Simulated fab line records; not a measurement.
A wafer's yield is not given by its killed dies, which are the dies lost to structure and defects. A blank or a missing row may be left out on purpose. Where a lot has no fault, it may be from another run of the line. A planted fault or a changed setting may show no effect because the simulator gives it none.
Which tool is to blame?    flow ritCmos    42 wafers from 14 lots sampled at 3 of the route's 202 steps

## WHAT THE GAUGES SHOWED, per wafer
RIT_SDANNEAL_RS_MEAS_04: uses a four-point probe to measure.
lot   measured     on            PSD_RS (ohm/sq)
L280  day 3 05:14  filmMetro-03  116.4 116.2 115.8
L281  day 3 08:05  filmMetro-03  116.4 116.1 116.2
L282  day 3 12:56  filmMetro-02  115.3 115.5 115.9
L283  day 3 20:46  filmMetro-02  116.1 116.0 116.0
L284  day 3 23:16  filmMetro-04  116.0 115.9 116.3
L285  day 4 09:54  filmMetro-04  116.0 116.3 116.3
L287  day 4 14:40  filmMetro-03  116.1 116.0 116.0
L290  day 5 08:41  filmMetro-02  116.4 116.0 116.0
L292  day 5 20:15  filmMetro-04  116.5 116.7 116.5
L293  day 5 22:20  filmMetro-03  128.2 128.4 128.1
L295  day 6 04:58  filmMetro-02  127.8 128.2 128.2
L296  day 6 10:18  filmMetro-04  115.8 116.0 116.0
L298  day 6 22:05  filmMetro-04  116.3 115.9 116.0
L302  day 7 18:04  filmMetro-03  116.0 115.7 116.0

RIT_SDANNEAL_RS_MEAS_06: uses a four-point probe to measure.
lot   measured     on            PLDD_RS (ohm/sq)
L280  day 3 05:28  filmMetro-03  178.9 178.6 178.3
L281  day 3 08:19  filmMetro-03  179.5 179.2 179.0
L282  day 3 13:10  filmMetro-02  178.1 178.6 178.3
L283  day 3 21:00  filmMetro-02  178.6 178.3 178.4
L284  day 3 23:31  filmMetro-04  179.2 179.8 179.3
L285  day 4 10:08  filmMetro-04  178.5 179.0 178.5
L287  day 4 14:55  filmMetro-03  177.8 177.7 178.1
L290  day 5 08:56  filmMetro-02  178.2 178.0 178.2
L292  day 5 20:29  filmMetro-04  179.2 179.2 179.4
L293  day 5 22:34  filmMetro-03  190.7 191.2 191.4
L295  day 6 05:13  filmMetro-02  190.6 191.3 191.5
L296  day 6 10:32  filmMetro-04  178.5 178.8 178.0
L298  day 6 22:20  filmMetro-04  178.4 178.1 178.4
L302  day 7 18:19  filmMetro-03  178.7 178.5 178.9

## WHAT TOOL EACH LOT RAN ON (gives the tool, then ch and the chambers of the sampled wafers, and finally the start)
lot   RIT_SDANNEAL_RTA_03
L280  rtpAnneal-01 ch 0, day 3 05:10
L281  rtpAnneal-02 ch 0, day 3 08:01
L282  rtpAnneal-01 ch 0, day 3 12:49
L283  rtpAnneal-02 ch 0, day 3 20:41
L284  rtpAnneal-01 ch 0, day 3 23:09
L285  rtpAnneal-02 ch 0, day 4 09:51
L287  rtpAnneal-02 ch 0, day 4 14:35
L290  rtpAnneal-01 ch 0, day 5 08:34
L292  rtpAnneal-01 ch 0, day 5 20:08
L293  rtpAnneal-02 ch 0, day 5 22:15
L295  rtpAnneal-02 ch 0, day 6 04:55
L296  rtpAnneal-01 ch 0, day 6 10:13
L298  rtpAnneal-01 ch 0, day 6 22:01
L302  rtpAnneal-01 ch 0, day 7 18:00
- RIT_SDANNEAL_RTA_03: time 5 s.

## WHAT THE TOOLS THEMSELVES READ (means of the sampled wafers that have a number; where no wafer has one, the mark that the record gives instead)
RIT_SDANNEAL_RTA_03.
lot   tool          wafer_temp_C_max
L280  rtpAnneal-01  1054.5
L281  rtpAnneal-02  1053.9
L282  rtpAnneal-01  1053.2
L283  rtpAnneal-02  1053.4
L284  rtpAnneal-01  1054.4
L285  rtpAnneal-02  1052.9
L287  rtpAnneal-02  1053.9
L290  rtpAnneal-01  1053.9
L292  rtpAnneal-01  1054.4
L293  rtpAnneal-02  1053.4
L295  rtpAnneal-02  1052.9
L296  rtpAnneal-01  1053.3
L298  rtpAnneal-01  1054.5
L302  rtpAnneal-01  1052.8

## THE ANSWER, worked out from the rows above alone
Rule: what is usual is taken from the lots themselves. Put in order of their means at a reading, lots are off if they are a third of the lots or fewer, leave a main group of 4 or more, and stand apart from it by a gap of 3 or more times the standard deviation of the main group's means; of several such gaps the widest counts. A main group is skipped when, at the precision printed for the reading in the tables above, its means are all equal. Also off: a lot with no number at a reading for which 4 or more lots have one. All remaining lots with rows at the step are treated as sound. The gauges are gone through in route order, then the tools' own readings, and for those a lot's mean is taken as printed above. The first step at which some lot is off is used, and at that step the reading that is off furthest; a lot without a number counts as furthest.
Off: L293, L295, at RIT_SDANNEAL_RS_MEAS_04 (PSD_RS). Main group: mean 116.1 ohm/sq, sd 0.22.
If a tool, at a process step before that reading, ran all the lots that are off and no sound lot after the first of them, it fits. The gauges at RIT_SDANNEAL_RS_MEAS_04 are tried like those tools. One candidate fits, namely rtpAnneal-02 at RIT_SDANNEAL_RTA_03. Its last sound lot is L287 (day 4 14:35), its first lot that is off L293 (day 5 22:15): a fault that began between those two fits.

## WHAT WAS PUT IN BY THE SIMULATOR
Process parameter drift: rtpAnneal-02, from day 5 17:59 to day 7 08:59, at RIT_SDANNEAL_RTA_03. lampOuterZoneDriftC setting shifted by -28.
Shown lots that were struck: L293, L295. The rule above reached the same finding.
